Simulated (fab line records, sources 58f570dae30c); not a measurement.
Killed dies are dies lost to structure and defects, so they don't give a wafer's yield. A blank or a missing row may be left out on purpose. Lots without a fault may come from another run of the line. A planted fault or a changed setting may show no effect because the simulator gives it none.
One fault seen from 2 desks | flow berkeley_cmos170 | each desk has only its own numbers; what lay behind them comes last

THE TOOL OWNER'S DESK: implanter-03
The tool's own readings at UCB170_NWELL_IMPLANT_14: means of the sampled wafers that have a number, for each lot that ran on this tool. A lot is out of limits, marked OUT, if its mean lies more than 4 standard deviations from the usual mean; the brackets give that distance.
Columns: A = beam_energy_keV at UCB170_NWELL_IMPLANT_14, usual 150.01; B = dose_ions_cm2 at UCB170_NWELL_IMPLANT_14, usual 1e+13; C = faraday_current_uA at UCB170_NWELL_IMPLANT_14, usual 31.7; D = tilt_deg at UCB170_NWELL_IMPLANT_14, usual 6.998 degrees
lot  | first seen here | A      | B                       | C              | D
L717 | day 2 20:19     | 150.03 | 1e+13                   | 31.9           | 6.989
L722 | day 3 13:09     | 150.10 | 1e+13                   | 30.8           | 7.000
L723 | day 4 00:55     | 149.99 | 1e+13                   | 31.6           | 6.984
L726 | day 4 14:29     | 150.04 | 1e+13                   | 31.7           | 7.029
L729 | day 4 22:37     | 150.05 | 1e+13                   | 31.8           | 6.977
L733 | day 6 04:46     | 150.03 | 7e+12 (-99 or more) OUT | 22.9 (-13) OUT | 7.020
L736 | day 6 12:19     | 149.98 | 7e+12 (-99 or more) OUT | 23.4 (-12) OUT | 7.003
This desk's finding: out of limits on L733, L736; first on L733, day 6 04:46 (dose_ions_cm2 at UCB170_NWELL_IMPLANT_14). In limits: L717, L722, L723, L726, L729.

THE METROLOGY DESK
What the gauges read, lot by lot, whatever tool the lot ran on: means of the sampled wafers that have a number. A lot is out of limits, marked OUT, if its mean lies more than 4 standard deviations from the usual mean; the brackets give that distance.
Columns: A = NWELL_TW at UCB170_NWELL_TW_MEAS_16, usual 1249; B = NVT_OVL at UCB170_NVT_OVL_MEAS_06, usual 0 nm
lot  | first seen here | A              | B
L716 | day 2 20:15     | 1250           | -0
L717 | day 2 20:40     | 1261           | -3
L718 | day 2 20:46     | 1248           | 2
L719 | day 3 08:47     | 1253           | 1
L721 | day 3 13:09     | 1262           | 5
L722 | day 3 13:24     | 1248           | -0
L723 | day 4 01:10     | 1246           | -3
L725 | day 4 09:42     | 1247           | -2
L727 | day 4 14:36     | 1249           | -7
L726 | day 4 14:44     | 1251           | -1
L728 | day 4 17:38     | 1250           | -1
L729 | day 4 22:52     | 1254           | 4
L733 | day 6 05:01     | 1124 (-21) OUT | -5
L736 | day 6 12:32     | 1126 (-21) OUT | 1
This desk's finding: out of limits on L733, L736; first on L733, day 6 05:01 (NWELL_TW at UCB170_NWELL_TW_MEAS_16). In limits: L716, L717, L718, L719, L721, L722, L723, L725, L727, L726, L728, L729.

PUT TOGETHER
The tool owner's desk could have raised an alarm at day 6 04:46, on L733, L736.
The metrology desk could have raised an alarm at day 6 05:01, on L733, L736.
Of the lots named, all ran UCB170_NWELL_IMPLANT_14 on implanter-03.

WHAT THE SIMULATOR HAD PUT IN
Process parameter drift: implanter-03, from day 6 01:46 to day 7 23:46, at UCB170_NWELL_IMPLANT_14. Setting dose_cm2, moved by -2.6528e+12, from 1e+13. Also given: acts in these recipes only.
Lots struck among those shown: L733, L736.
Hours from the fault's start to each desk's first reading out of limits: the tool owner's desk, 3; the metrology desk, 3.
